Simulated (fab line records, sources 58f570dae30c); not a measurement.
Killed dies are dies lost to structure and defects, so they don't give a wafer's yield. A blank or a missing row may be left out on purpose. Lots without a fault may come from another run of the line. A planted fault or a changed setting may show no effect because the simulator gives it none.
Which tool did it? | flow berkeley_cmos170 | 14 lots, 42 wafers sampled, at 1 step of a route of 331

WHAT THE GAUGES READ, wafer by wafer
The record holds no reading of a measuring or inspecting step that can be judged against a usual standard deviation.

WHICH TOOL RAN EACH LOT (tool, then ch and the chambers of the sampled wafers, then the start)
lot  | UCB170_SPACER_ANNEAL_02
L406 | furnace-01 ch 0, day 6 23:42
L409 | furnace-03 ch 0, day 7 01:44
L412 | furnace-03 ch 0, day 7 09:55
L413 | furnace-01 ch 0, day 8 01:13
L414 | furnace-01 ch 0, day 8 01:13
L416 | furnace-01 ch 0, day 8 10:55
L420 | furnace-01, day 9 15:06
L421 | furnace-01, day 9 15:06
L422 | furnace-01 ch 0, day 10 02:52
L423 | furnace-04 ch 0, day 10 14:54
L424 | furnace-04 ch 0, day 10 14:54
L425 | furnace-04 ch 0, day 10 14:54
L426 | furnace-01 ch 0, day 10 22:44
L427 | furnace-01 ch 0, day 10 22:44
- UCB170_SPACER_ANNEAL_02: time 1800 s.

WHAT THE TOOLS THEMSELVES READ (means of the sampled wafers that have a number; where no wafer has one, the mark that the record gives instead)
UCB170_SPACER_ANNEAL_02.
lot  | tool       | spike_tc_centre_C (C) | spike_tc_load_C (C)
L406 | furnace-01 | 903.0                 | 923
L409 | furnace-03 | 902.9                 | 930
L412 | furnace-03 | 903.0                 | 929
L413 | furnace-01 | 902.9                 | 924
L414 | furnace-01 | 902.9                 | 924
L416 | furnace-01 | 903.5                 | 923
L420 | furnace-01 | -                     | -
L421 | furnace-01 | -                     | -
L422 | furnace-01 | 902.4                 | 924
L423 | furnace-04 | 901.8                 | 921
L424 | furnace-04 | 902.9                 | 921
L425 | furnace-04 | 902.4                 | 921
L426 | furnace-01 | 902.9                 | 924
L427 | furnace-01 | 903.8                 | 924

THE ANSWER, worked out from the rows above alone
Rule: what is usual is taken from the lots themselves. Put in order of their means at a reading, lots are off if they are a third of the lots or fewer, leave a main group of 4 or more, and stand apart from it by a gap of 3 or more times the standard deviation of the main group's means; of several such gaps the widest counts. A main group whose means are all the same, to the digits that the tables above print for the reading, isn't used. A lot without any number at a reading at which 4 lots or more have one is off too. The other lots that the step has rows for count as sound. The gauges are gone through in route order, then the tools' own readings, and for those a lot's mean is taken as printed above. The first step at which some lot is off is used, and at that step the reading that is off furthest; a lot without a number counts as furthest.
Off: L420, L421, at UCB170_SPACER_ANNEAL_02 (spike_tc_centre_C). Without a number there: L420, L421. The main group: mean 902.9 C, standard deviation 0.49.
A tool fits if, at that step or a process step before it, it ran every lot that is off, and no sound lot after the first of them. None of those tried fits.

WHAT THE SIMULATOR HAD PUT IN
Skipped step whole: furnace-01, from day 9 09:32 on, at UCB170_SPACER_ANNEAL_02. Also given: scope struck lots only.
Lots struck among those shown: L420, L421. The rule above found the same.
